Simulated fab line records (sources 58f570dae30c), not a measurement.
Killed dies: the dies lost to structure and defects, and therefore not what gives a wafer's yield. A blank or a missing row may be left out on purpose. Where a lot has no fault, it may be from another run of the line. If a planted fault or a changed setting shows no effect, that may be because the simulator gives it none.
Comparing a struck lot with a sound one    flow berkeley_cmos170    14 out of 331 route steps
Sound: the wafers L946.2, L946.3, L946.5. Wafers L943.3, L943.5, L943.6 were the ones struck. The cause is given at the end.
Order at every step that has rows: each side's tool, ch and its chambers, its first start. Under that, the readings that differ: sound wafers    struck wafers    difference of the means    sigmas: that difference in standard deviations of wafers without a fault.
alike: same words and numbers on both sides, and readings whose means sit less than 2 such deviations apart. not compared: any withheld reading, any reading some wafer has no value for, any bound like >300 that may hide the same value, and any number with overlapping values for which the record gives no deviation.
The two part at a step that has a row with sigmas, a row that says differs or no value, or rows on one side only. When numbers do not overlap yet have no deviation, they are printed without sigmas and do not part them. A reading that every wafer of one side lacks parts them only if that side has two wafers or more.

UCB170_CONTACT_THK_MEAS_02:
  sound on film_metro-03 at day 11 18:52; struck on film_metro-01 at day 11 12:35
  alike: CONTACT_PSG_THK
then, 3 steps without rows for these wafers: UCB170_CONTACT_HMDS_03 (prime time 60 s); UCB170_CONTACT_COAT_04 (resist thk 900 nm); UCB170_CONTACT_SOFTBAKE_05 (time 60 s).
UCB170_CONTACT_STRIP_06: strips in O2.
  sound on plasma_asher-01 ch 0,1, day 11 19:33; struck on plasma_asher-01 ch 0,1, day 11 13:26
  alike: drypump_motor_current_A, oes_product_au, strip_time_to_endpoint_s
  not compared: rf_hours_counter_h
then, 1 step without rows for these wafers: UCB170_CONTACT_CLEAN_07 (cleans in SPM, time 600 s).
UCB170_CONTACT_RTA_08: time 10 s.
  sound on rtp_anneal-01 ch 0, day 11 19:50; struck on rtp_anneal-01 ch 0, day 11 13:43
reading         sound              struck             difference  sigmas
chamber_o2_ppm  1.930 1.977 1.984  2.019 2.027 2.009  +0.055      +2
  alike: lamp_power_pct, wafer_temp_C_max
then, 5 steps without rows for these wafers: UCB170_CONTACT_COAT_09; UCB170_CONTACT_COAT_10 (resist thk 900 nm); UCB170_CONTACT_SOFTBAKE_11 (time 60 s); UCB170_CONTACT_EXPOSE_12 (exposes mask CONT, target cd 700 nm); UCB170_CONTACT_PEB_13.
UCB170_CONTACT_DEVELOP_14: develop time 45 s.
  struck on litho_track-03, day 11 15:00; sound on litho_track-03 ch 0, day 11 21:00
  no value came back on the struck wafers for chill_plate_temp_C (C), develop_time_s (s), developer_temp_C (C); on the sound wafers chill_plate_temp_C (C) reads 22.90 22.95 22.98
reading                                   sound            struck             difference  sigmas
model.KrF_of_CONTACT_COAT_10.thk_nm (nm)  886.2 885 882.8  904.3 902.8 901.8  +18.3       
UCB170_CONTACT_CD_MEAS_15: target cd 700 nm.
  sound on cd_sem-02 at day 11 21:16; struck on cd_sem-01 at day 11 15:32
reading     sound              struck  difference                     sigmas
cd_nm (nm)  701.0 700.7 699.9  - - -   no value on the struck wafers  

## WHERE THEY PART
First at UCB170_CONTACT_RTA_08; last, within this record, at UCB170_CONTACT_CD_MEAS_15.

WHY: what the simulator had put in
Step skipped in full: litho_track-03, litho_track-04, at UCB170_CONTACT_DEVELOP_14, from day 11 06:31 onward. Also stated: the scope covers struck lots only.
